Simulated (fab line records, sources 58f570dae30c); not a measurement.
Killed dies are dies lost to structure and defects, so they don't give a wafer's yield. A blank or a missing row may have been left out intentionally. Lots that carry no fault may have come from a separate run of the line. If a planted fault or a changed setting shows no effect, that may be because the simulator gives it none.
Problem report in the 8D (eight disciplines) form, filled by code    flow berkeleyCmos170    the parts of the form that need people (team, actions taken, sign-off) are left out

1. WHAT IS WRONG
PWELL_TW at UCB170_PWELL_TW_MEAS_17 reads a mean of 456 on 6 wafers of 2 lots; wafers without a fault read 381 with a standard deviation of 3.9. That puts it +19 standard deviations away from the usual mean.
First observed at day 5 01:39: wafer L613.1, on filmMetro-02. The record has a number at this step for 42 wafers belonging to 14 lots. Rule for "out", or "out of limits": more than 4 standard deviations from the usual mean. The other wafers with a number count as sound.

2. WHAT IT IS, AND WHAT IT ISN'T
question                     is                      is not
which readings at this step  PWELL_TW                -
which lots                   L613, L615              L606, L607, L608, L609, L610, L612, L621, L622, L625, L627, L628, L629
which wafers of those lots   all that have a number  -
read on which gauges         filmMetro-02            filmMetro-03, filmMetro-04
when                         from day 5 01:39        up to then (18 sound wafers); but 18 sound wafers of L621, L622, L625, L627, L628, L629 came after

3. THE SUSPECTS, EACH WITH WHAT RULES IT OUT
Counting: any tool at a process step up to the reading is kept as a suspect provided that every lot that is out went through it and no sound lot did after the first of them.
- ruled out: the gauge at UCB170_PWELL_TW_MEAS_17. All the wafers that are out were read on filmMetro-02, but those of them that UCB170_PWELL_IMPLANT_15 has rows for are out there too, on other tools.
- implanter-02 at UCB170_PWELL_IMPLANT_15: ruled out as a lasting fault. Sound lots L625, L627 ran on it after its first lot that is out, L613 (day 5 01:24).
Left after counting: nothing in the record.

4. THE CAUSE (what the simulator had put in)
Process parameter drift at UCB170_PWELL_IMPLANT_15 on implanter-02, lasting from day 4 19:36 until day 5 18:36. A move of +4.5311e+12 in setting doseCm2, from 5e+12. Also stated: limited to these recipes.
Counting ruled it out, wrongly: the rule takes a fault to strike every lot that its tool runs from its start on, and this one did not.

5. SEQUENCE OF EFFECTS, ordered by route
Each row: a reading where the mean over the struck wafers with a number is more than 3 standard deviations away from the usual. Only readings for which the record gives a usual standard deviation are gone through. hours: the time from each lot's start at the first step in this table that gives one to its start at this step, as a median over the lots. sigmas: the change in usual standard deviations.
hours  step                     reading           usual      on struck wafers  change      sigmas
0      UCB170_PWELL_IMPLANT_15  doseIonsCm2       5.001e+12  9.529e+12         +4.528e+12  +99 or more
0      UCB170_PWELL_IMPLANT_15  faradayCurrentUA  15.86      29.83             +13.97      +48
0      UCB170_PWELL_TW_MEAS_17  PWELL_TW          381        456               +74         +19
Process steps it contains:
- UCB170_PWELL_IMPLANT_15
Later steps that measure or inspect, where all struck wafers having a row at the step show a number for every such reading and not one has moved that far: UCB170_PFIELD_TW_MEAS_09, UCB170_SCREENOX_THK_MEAS_02.

6. WHAT WOULD HAVE CAUGHT IT SOONER
The first out-of-limits reading at a measuring or inspecting step in this record came at day 5 01:39, 6 hours after the fault's start at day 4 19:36.
The tool's own readings at UCB170_PWELL_IMPLANT_15 were out on every struck wafer that the step has a row for (doseIonsCm2, faradayCurrentUA): an alarm limit on them would have fired on the first of those.
